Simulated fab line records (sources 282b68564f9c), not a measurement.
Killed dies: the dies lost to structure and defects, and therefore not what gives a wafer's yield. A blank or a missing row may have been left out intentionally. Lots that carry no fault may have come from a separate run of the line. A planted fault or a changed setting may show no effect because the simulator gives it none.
Comparing a struck lot with a sound one    flow ritCmos    23 steps out of a route of 202
Sound: these wafers, L364.4, L364.5, L364.6. Wafers struck: L371.2, L371.3, L371.6. At the end, the cause is stated.
For every step that has rows: the tool of each side, followed by ch and its chambers, followed by its first start. Under that, the readings that differ: sound wafers    struck wafers    difference of the means    sigmas: that difference in standard deviations of wafers without a fault.
alike: readings whose means differ by less than 2 such deviations, and words and numbers that are the same on both sides. not compared: withheld readings, readings that some wafer has no value for, bounds like >300 that may hide the same value, and numbers for which the record gives no deviation and whose values overlap.
A row with sigmas, a row that says differs or no value, or rows on one side alone: a step with any of these is where the two part. Non-overlapping numbers with no deviation appear without sigmas and do not part them. A reading missing from all wafers of one side parts the sides only when that side holds two or more wafers.

RIT_CONTACT_CD_MEAS_08: target cd 1000 nm.
  struck on cdSem-02, day 5 15:38; sound on cdSem-01, day 4 02:05
  alike: cdNm
RIT_CONTACT_OVL_MEAS_09:
  struck on overlay-02, day 5 15:44; sound on overlay-01, day 4 02:10
  alike: CONTACT_OVL
then, 1 step without rows for these wafers: RIT_CONTACT_HARDBAKE_10 (time 60 s).
RIT_CONTACT_ETCH_11: etches SiO2 in CHF3/CF4/Ar, stops on TiSi2, target depth 480 nm, time 320 s.
  sound on rieDiel-03 ch 0,3, day 4 02:20; struck on rieDiel-03 ch 1,3, day 5 15:55
  alike: drypumpMotorCurrentA, oesProductAu, throttleValvePct
  not compared: rfHoursCounterH
RIT_CONTACT_STRIP_12: strips in O2, time 180 s.
  sound on plasmaAsher-02 ch 0,1, day 4 02:35; struck on plasmaAsher-02 ch 0,1, day 5 16:07
  alike: drypumpMotorCurrentA
  not compared: rfHoursCounterH
RIT_CONTACT_CD_MEAS_90: target cd 1000 nm.
  struck on cdSem-01, day 5 16:19; sound on cdSem-02, day 4 02:46
  alike: cdNm
then, 2 steps without rows for these wafers: RIT_CONTACT_CLEAN_13 (cleans in SC1, time 600 s); RIT_CONTACT_CLEAN_14 (cleans in SC2, time 600 s).
RIT_M1_SPUTTER_00: material Al, target thk 400 nm, time 500 s.
  struck on pvdSputter-03, day 5 16:46; sound on pvdSputter-02, day 4 03:11
  alike: substrateTempC, throttleValvePct
RIT_M1_RS_MEAS_01: measurement is done with a four-point probe.
  struck on filmMetro-02, day 5 17:04; sound on filmMetro-02, day 4 03:32
  alike: M1_AL_RS
RIT_M1_THK_MEAS_02: measures by xrf.
  struck on filmMetro-02, day 5 17:11; sound on filmMetro-02, day 4 03:38
reading         sound        struck       difference  sigmas
M1_AL_THK (nm)  406 405 401  394 394 396  -9          -2
then, 1 step without rows for these wafers: RIT_M1_HMDS_03 (prime time 60 s).
RIT_M1_COAT_04: resist thk 1300 nm.
  sound on lithoTrack-03 ch 0, day 4 03:53; struck on lithoTrack-02 ch 0, day 5 17:25
reading                                 sound           struck          difference  sigmas
model.NOVOLAK_of_M1_COAT_04.thkNm (nm)  1302 1300 1305  1274 1273 1269  -30         
then, 4 steps without rows for these wafers: RIT_M1_SOFTBAKE_05 (time 60 s); RIT_M1_EXPOSE_06 (exposes mask M12, target cd 2600 nm); RIT_M1_PEB_07; RIT_M1_DEVELOP_08 (develop time 68 s).
RIT_M1_CD_MEAS_09: target cd 2600 nm.
  struck on cdSem-02, day 5 18:16; sound on cdSem-01, day 4 04:36
  alike: cdNm
RIT_M1_OVL_MEAS_10:
  struck on overlay-01, day 5 18:22; sound on overlay-02, day 4 04:41
  alike: M1_OVL
then, 1 step without rows for these wafers: RIT_M1_HARDBAKE_11 (time 120 s).
RIT_M1_METAL_ETCH_12: etches Al in Cl2/BCl3, stops on SiO2, time 165 s, target depth 600 nm.
  sound on rieMetal-04 ch 0,1, day 4 05:00; struck on rieMetal-03 ch 0, day 5 18:38
reading                                 sound              struck             difference  sigmas
model.NOVOLAK_of_M1_COAT_04.thkNm (nm)  816.1 814.9 803.5  787.6 787.1 784.9  -25.0       
  alike: drypumpMotorCurrentA, mfcCl2Sccm, oesProductAu, throttleValvePct
  not compared: rfHoursCounterH
then, 1 step without rows for these wafers: RIT_M1_STRIP_13 (strips in nmp, time 600 s).
RIT_M1_PROBE_99:
  struck on prober-01, day 5 20:58; sound on prober-01, day 4 08:46
  alike: defectLimitedYield, killedAtContacts, killedAtFrontEnd, killedDies, killedOpen, killedShort, sort_bin_3_pad_short, sort_bin_5_function, sort_bin_6_memory, sortNPass, sortYieldPct

== WHERE THEY PART ==
RIT_M1_THK_MEAS_02 only, going by this record. Later steps at which nothing parts them and some readings are alike: RIT_M1_CD_MEAS_09, RIT_M1_OVL_MEAS_10, RIT_M1_METAL_ETCH_12, RIT_M1_PROBE_99.

WHY: what the simulator had put in
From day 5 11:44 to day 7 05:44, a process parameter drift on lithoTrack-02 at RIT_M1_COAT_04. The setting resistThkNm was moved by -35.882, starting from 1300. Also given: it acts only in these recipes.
